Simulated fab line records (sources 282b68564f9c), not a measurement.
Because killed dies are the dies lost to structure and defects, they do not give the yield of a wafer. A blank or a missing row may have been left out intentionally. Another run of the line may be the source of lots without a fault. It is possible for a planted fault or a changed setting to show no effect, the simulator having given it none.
Which of the tools did it? / flow rit-cmos / 45 wafers from 15 lots sampled at 3 of the route's 202 steps

== WHAT EACH GAUGE READ, for each wafer ==
RIT_NWELL_OVL_MEAS_06. Usual: for NWELL_OVL the level is 0.2 nm and the standard deviation is 1.4.
lot=L314; measured=day 1 21:42; on=overlay-01; NWELL_OVL (nm)=0.1 1.4 -0.8; flag=
lot=L315; measured=day 2 04:19; on=overlay-01; NWELL_OVL (nm)=-1.6 -3.1 -1.4; flag=
lot=L318; measured=day 2 16:22; on=overlay-01; NWELL_OVL (nm)=1.4 0.4 -0.7; flag=
lot=L319; measured=day 2 21:19; on=overlay-02; NWELL_OVL (nm)=-0.3 -0.5 -1.0; flag=
lot=L321; measured=day 3 08:52; on=overlay-02; NWELL_OVL (nm)=3.8 2.9 1.4; flag=
lot=L322; measured=day 3 16:43; on=overlay-01; NWELL_OVL (nm)=-2.1 -1.6 -1.8; flag=
lot=L325; measured=day 4 07:38; on=overlay-02; NWELL_OVL (nm)=0.0 0.7 0.7; flag=
lot=L327; measured=day 4 13:29; on=overlay-02; NWELL_OVL (nm)=1.2 1.2 0.4; flag=
lot=L328; measured=day 4 20:08; on=overlay-01; NWELL_OVL (nm)=- - -; flag=OFF
lot=L329; measured=day 5 02:27; on=overlay-01; NWELL_OVL (nm)=- - -; flag=OFF
lot=L330; measured=day 5 09:19; on=overlay-02; NWELL_OVL (nm)=- - -; flag=OFF
lot=L332; measured=day 5 15:14; on=overlay-01; NWELL_OVL (nm)=0.0 -1.2 0.8; flag=
lot=L334; measured=day 6 02:53; on=overlay-02; NWELL_OVL (nm)=-0.4 1.0 2.1; flag=
lot=L336; measured=day 6 10:21; on=overlay-02; NWELL_OVL (nm)=-3.5 -0.5 -1.5; flag=
lot=L337; measured=day 6 15:16; on=overlay-02; NWELL_OVL (nm)=-1.0 -2.4 -0.4; flag=

RIT_PWELL_TW_MEAS_10. Usual: for PWELL_TW the level is 952 and the standard deviation is 4.9.
lot=L314; measured=day 1 23:59; on=film-metro-01; PWELL_TW=960 953 957; flag=
lot=L315; measured=day 2 06:29; on=film-metro-01; PWELL_TW=956 959 958; flag=
lot=L318; measured=day 2 18:32; on=film-metro-02; PWELL_TW=947 955 949; flag=
lot=L319; measured=day 2 23:29; on=film-metro-01; PWELL_TW=955 960 953; flag=
lot=L321; measured=day 3 11:02; on=film-metro-01; PWELL_TW=952 949 952; flag=
lot=L322; measured=day 3 19:00; on=film-metro-04; PWELL_TW=944 948 944; flag=
lot=L325; measured=day 4 09:47; on=film-metro-01; PWELL_TW=949 952 949; flag=
lot=L327; measured=day 4 15:44; on=film-metro-01; PWELL_TW=952 954 954; flag=
lot=L328; measured=day 4 22:20; on=film-metro-02; PWELL_TW=2195 2198 2196; flag=OFF
lot=L329; measured=day 5 04:49; on=film-metro-01; PWELL_TW=2212 2214 2214; flag=OFF
lot=L330; measured=day 5 11:36; on=film-metro-01; PWELL_TW=2202 2203 2207; flag=OFF
lot=L332; measured=day 5 17:32; on=film-metro-01; PWELL_TW=954 953 953; flag=
lot=L334; measured=day 6 05:19; on=film-metro-01; PWELL_TW=968 962 962; flag=
lot=L336; measured=day 6 12:31; on=film-metro-02; PWELL_TW=946 946 948; flag=
lot=L337; measured=day 6 17:26; on=film-metro-02; PWELL_TW=942 951 946; flag=

== WHICH TOOL RAN EACH LOT (tool, then ch and the chambers of the sampled wafers, then the start) ==
lot=L314; RIT_NWELL_COAT_01=litho-track-02 ch 0, day 1 20:58
lot=L315; RIT_NWELL_COAT_01=litho-track-03 ch 0, day 2 03:29
lot=L318; RIT_NWELL_COAT_01=litho-track-03 ch 0, day 2 15:31
lot=L319; RIT_NWELL_COAT_01=litho-track-03 ch 0, day 2 20:37
lot=L321; RIT_NWELL_COAT_01=litho-track-02 ch 0, day 3 08:01
lot=L322; RIT_NWELL_COAT_01=litho-track-04 ch 0, day 3 15:46
lot=L325; RIT_NWELL_COAT_01=litho-track-03 ch 0, day 4 06:46
lot=L327; RIT_NWELL_COAT_01=litho-track-04 ch 0, day 4 12:40
lot=L328; RIT_NWELL_COAT_01=litho-track-02, day 4 19:27
lot=L329; RIT_NWELL_COAT_01=litho-track-04, day 5 01:43
lot=L330; RIT_NWELL_COAT_01=litho-track-02, day 5 08:27
lot=L332; RIT_NWELL_COAT_01=litho-track-02 ch 0, day 5 14:05
lot=L334; RIT_NWELL_COAT_01=litho-track-04 ch 0, day 6 02:10
lot=L336; RIT_NWELL_COAT_01=litho-track-04 ch 0, day 6 09:37
lot=L337; RIT_NWELL_COAT_01=litho-track-02 ch 0, day 6 14:25
- RIT_NWELL_COAT_01: resist thk 1300 nm.

== AS READ BY THE TOOLS THEMSELVES (means over the sampled wafers that have a number; for cases with no such wafer, the mark the record gives instead) ==
RIT_NWELL_COAT_01. Usual: chill-plate-temp-C 22.99 C, standard deviation 0.1; dispense-pressure-kPa 45 kPa, standard deviation 3.3.
lot=L314; tool=litho-track-02; chill-plate-temp-C (C)=22.94; dispense-pressure-kPa (kPa)=50; flag=
lot=L315; tool=litho-track-03; chill-plate-temp-C (C)=22.97; dispense-pressure-kPa (kPa)=44; flag=
lot=L318; tool=litho-track-03; chill-plate-temp-C (C)=23.13; dispense-pressure-kPa (kPa)=44; flag=
lot=L319; tool=litho-track-03; chill-plate-temp-C (C)=23.00; dispense-pressure-kPa (kPa)=44; flag=
lot=L321; tool=litho-track-02; chill-plate-temp-C (C)=23.07; dispense-pressure-kPa (kPa)=50; flag=
lot=L322; tool=litho-track-04; chill-plate-temp-C (C)=23.11; dispense-pressure-kPa (kPa)=41; flag=
lot=L325; tool=litho-track-03; chill-plate-temp-C (C)=22.96; dispense-pressure-kPa (kPa)=44; flag=
lot=L327; tool=litho-track-04; chill-plate-temp-C (C)=23.01; dispense-pressure-kPa (kPa)=41; flag=
lot=L328; tool=litho-track-02; chill-plate-temp-C (C)=-; dispense-pressure-kPa (kPa)=-; flag=OFF
lot=L329; tool=litho-track-04; chill-plate-temp-C (C)=-; dispense-pressure-kPa (kPa)=-; flag=OFF
lot=L330; tool=litho-track-02; chill-plate-temp-C (C)=-; dispense-pressure-kPa (kPa)=-; flag=OFF
lot=L332; tool=litho-track-02; chill-plate-temp-C (C)=22.97; dispense-pressure-kPa (kPa)=49; flag=
lot=L334; tool=litho-track-04; chill-plate-temp-C (C)=23.12; dispense-pressure-kPa (kPa)=41; flag=
lot=L336; tool=litho-track-04; chill-plate-temp-C (C)=22.94; dispense-pressure-kPa (kPa)=41; flag=
lot=L337; tool=litho-track-02; chill-plate-temp-C (C)=22.97; dispense-pressure-kPa (kPa)=49; flag=

== THE ANSWER, worked out from the rows above alone ==
Rule: lot off if the mean of its wafers having a number is beyond 3 standard deviations from the usual mean. Also off: a lot with no number at a reading for which 4 or more lots have one. All remaining lots with rows at the step are treated as sound. Order of review: gauges by route order, followed by the tools' own readings, for which a lot's mean as printed above is used. The first step at which some lot is off is used, and at that step the reading that is off furthest; a lot without a number counts as furthest.
Off: L328, L329, L330, at RIT_NWELL_OVL_MEAS_06 (NWELL_OVL). Without a number there: L328, L329, L330.
A tool fits if, at a process step before that reading, it ran every lot that is off, and no sound lot after the first of them. The gauges at RIT_NWELL_OVL_MEAS_06 aren't tried: what is off there is off at RIT_PWELL_TW_MEAS_10 too, on other tools, and a gauge's error can't cause that. No candidate that was tried fits.

== WHAT THE SIMULATOR HAD PUT IN ==
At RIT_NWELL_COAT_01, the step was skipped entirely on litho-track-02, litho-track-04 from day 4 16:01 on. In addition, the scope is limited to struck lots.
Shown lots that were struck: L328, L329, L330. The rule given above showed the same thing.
